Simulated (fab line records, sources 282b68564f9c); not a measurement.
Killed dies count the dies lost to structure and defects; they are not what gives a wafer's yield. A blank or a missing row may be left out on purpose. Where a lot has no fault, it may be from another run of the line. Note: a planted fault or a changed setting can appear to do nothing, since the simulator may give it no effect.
Split-lot study :: flow rit-cmos :: route with 202 steps; 5 lots, 23 wafers read

== THE SPLIT ITSELF ==
At RIT_REOX_OXIDATION_03 (target thk 25.2 nm, ox time 5580 s), the setting ox-time-s was moved away from the recipe's 5580 s on 20 of the 23 wafers read, by -8.4% to +9.8%. For the rest of the wafers, this setting stayed at what the recipe calls for.

Reading taken at the split's own step.

== THE READING ==
SiO2_of_REOX_OXIDATION_03.thk-nm (the simulator's own value, which no gauge read), in nm, at RIT_REOX_OXIDATION_03 (target thk 25.2 nm, ox time 5580 s). There is no usual value for it anywhere in the file. Average 25.55 nm, standard deviation 0.11 nm, over the 3 wafers here run with the recipe.

wafer: L076.1
tool, chamber at the split: -, -
ox-time-s as run, s: 6120
against the recipe: +9.7%
SiO2_of_REOX_OXIDATION_03.thk-nm, nm: 26.11
against lot-mates on the recipe: no lot-mate on the recipe

wafer: L076.2
tool, chamber at the split: -, -
ox-time-s as run, s: 6120
against the recipe: +9.7%
SiO2_of_REOX_OXIDATION_03.thk-nm, nm: 25.84
against lot-mates on the recipe: no lot-mate on the recipe

wafer: L076.4
tool, chamber at the split: -, -
ox-time-s as run, s: 6120
against the recipe: +9.7%
SiO2_of_REOX_OXIDATION_03.thk-nm, nm: 26.47
against lot-mates on the recipe: no lot-mate on the recipe

wafer: L076.5
tool, chamber at the split: -, -
ox-time-s as run, s: 6120
against the recipe: +9.7%
SiO2_of_REOX_OXIDATION_03.thk-nm, nm: 25.93
against lot-mates on the recipe: no lot-mate on the recipe

wafer: L076.6
tool, chamber at the split: -, -
ox-time-s as run, s: 6120
against the recipe: +9.7%
SiO2_of_REOX_OXIDATION_03.thk-nm, nm: 25.82
against lot-mates on the recipe: no lot-mate on the recipe

wafer: L077.1
tool, chamber at the split: -, -
ox-time-s as run, s: 5112
against the recipe: -8.4%
SiO2_of_REOX_OXIDATION_03.thk-nm, nm: 23.49
against lot-mates on the recipe: no lot-mate on the recipe

wafer: L077.2
tool, chamber at the split: -, -
ox-time-s as run, s: 5112
against the recipe: -8.4%
SiO2_of_REOX_OXIDATION_03.thk-nm, nm: 23.63
against lot-mates on the recipe: no lot-mate on the recipe

wafer: L077.3
tool, chamber at the split: -, -
ox-time-s as run, s: 5112
against the recipe: -8.4%
SiO2_of_REOX_OXIDATION_03.thk-nm, nm: 23.44
against lot-mates on the recipe: no lot-mate on the recipe

wafer: L077.5
tool, chamber at the split: -, -
ox-time-s as run, s: 5112
against the recipe: -8.4%
SiO2_of_REOX_OXIDATION_03.thk-nm, nm: 23.5
against lot-mates on the recipe: no lot-mate on the recipe

wafer: L077.6
tool, chamber at the split: -, -
ox-time-s as run, s: 5112
against the recipe: -8.4%
SiO2_of_REOX_OXIDATION_03.thk-nm, nm: 23.24
against lot-mates on the recipe: no lot-mate on the recipe

wafer: L078.2
tool, chamber at the split: -, -
ox-time-s as run, s: 6129
against the recipe: +9.8%
SiO2_of_REOX_OXIDATION_03.thk-nm, nm: 27.01
against lot-mates on the recipe: no lot-mate on the recipe

wafer: L078.3
tool, chamber at the split: -, -
ox-time-s as run, s: 6129
against the recipe: +9.8%
SiO2_of_REOX_OXIDATION_03.thk-nm, nm: 26.58
against lot-mates on the recipe: no lot-mate on the recipe

wafer: L078.4
tool, chamber at the split: -, -
ox-time-s as run, s: 6129
against the recipe: +9.8%
SiO2_of_REOX_OXIDATION_03.thk-nm, nm: 27.03
against lot-mates on the recipe: no lot-mate on the recipe

wafer: L078.5
tool, chamber at the split: -, -
ox-time-s as run, s: 6129
against the recipe: +9.8%
SiO2_of_REOX_OXIDATION_03.thk-nm, nm: 26.8
against lot-mates on the recipe: no lot-mate on the recipe

wafer: L078.6
tool, chamber at the split: -, -
ox-time-s as run, s: 6129
against the recipe: +9.8%
SiO2_of_REOX_OXIDATION_03.thk-nm, nm: 27
against lot-mates on the recipe: no lot-mate on the recipe

wafer: L080.2
tool, chamber at the split: furnace-01, 0
ox-time-s as run, s: 5580
against the recipe: recipe
SiO2_of_REOX_OXIDATION_03.thk-nm, nm: 25.69
against lot-mates on the recipe: -

wafer: L080.3
tool, chamber at the split: furnace-01, 0
ox-time-s as run, s: 5580
against the recipe: recipe
SiO2_of_REOX_OXIDATION_03.thk-nm, nm: 25.42
against lot-mates on the recipe: -

wafer: L080.5
tool, chamber at the split: furnace-01, 0
ox-time-s as run, s: 5580
against the recipe: recipe
SiO2_of_REOX_OXIDATION_03.thk-nm, nm: 25.53
against lot-mates on the recipe: -

wafer: L081.1
tool, chamber at the split: -, -
ox-time-s as run, s: 6010
against the recipe: +7.7%
SiO2_of_REOX_OXIDATION_03.thk-nm, nm: 26.23
against lot-mates on the recipe: no lot-mate on the recipe

wafer: L081.2
tool, chamber at the split: -, -
ox-time-s as run, s: 6010
against the recipe: +7.7%
SiO2_of_REOX_OXIDATION_03.thk-nm, nm: 26.02
against lot-mates on the recipe: no lot-mate on the recipe

wafer: L081.3
tool, chamber at the split: -, -
ox-time-s as run, s: 6010
against the recipe: +7.7%
SiO2_of_REOX_OXIDATION_03.thk-nm, nm: 26.2
against lot-mates on the recipe: no lot-mate on the recipe

wafer: L081.4
tool, chamber at the split: -, -
ox-time-s as run, s: 6010
against the recipe: +7.7%
SiO2_of_REOX_OXIDATION_03.thk-nm, nm: 25.84
against lot-mates on the recipe: no lot-mate on the recipe

wafer: L081.5
tool, chamber at the split: -, -
ox-time-s as run, s: 6010
against the recipe: +7.7%
SiO2_of_REOX_OXIDATION_03.thk-nm, nm: 25.95
against lot-mates on the recipe: no lot-mate on the recipe

THE FIT
A straight line over all 23 wafers: SiO2_of_REOX_OXIDATION_03.thk-nm changes by +0.157 nm for each +1% of ox-time-s; r = +0.94; the points scatter about the line by 0.42 nm.
Too few moved wafers with a lot-mate on the recipe to fit a line net of each lot's own level.

== THE FILE'S OWN FIT ==
SiO2_of_REOX_OXIDATION_03.thk-nm changes by +0.158 nm for each +1% of ox-time-s, r = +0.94.
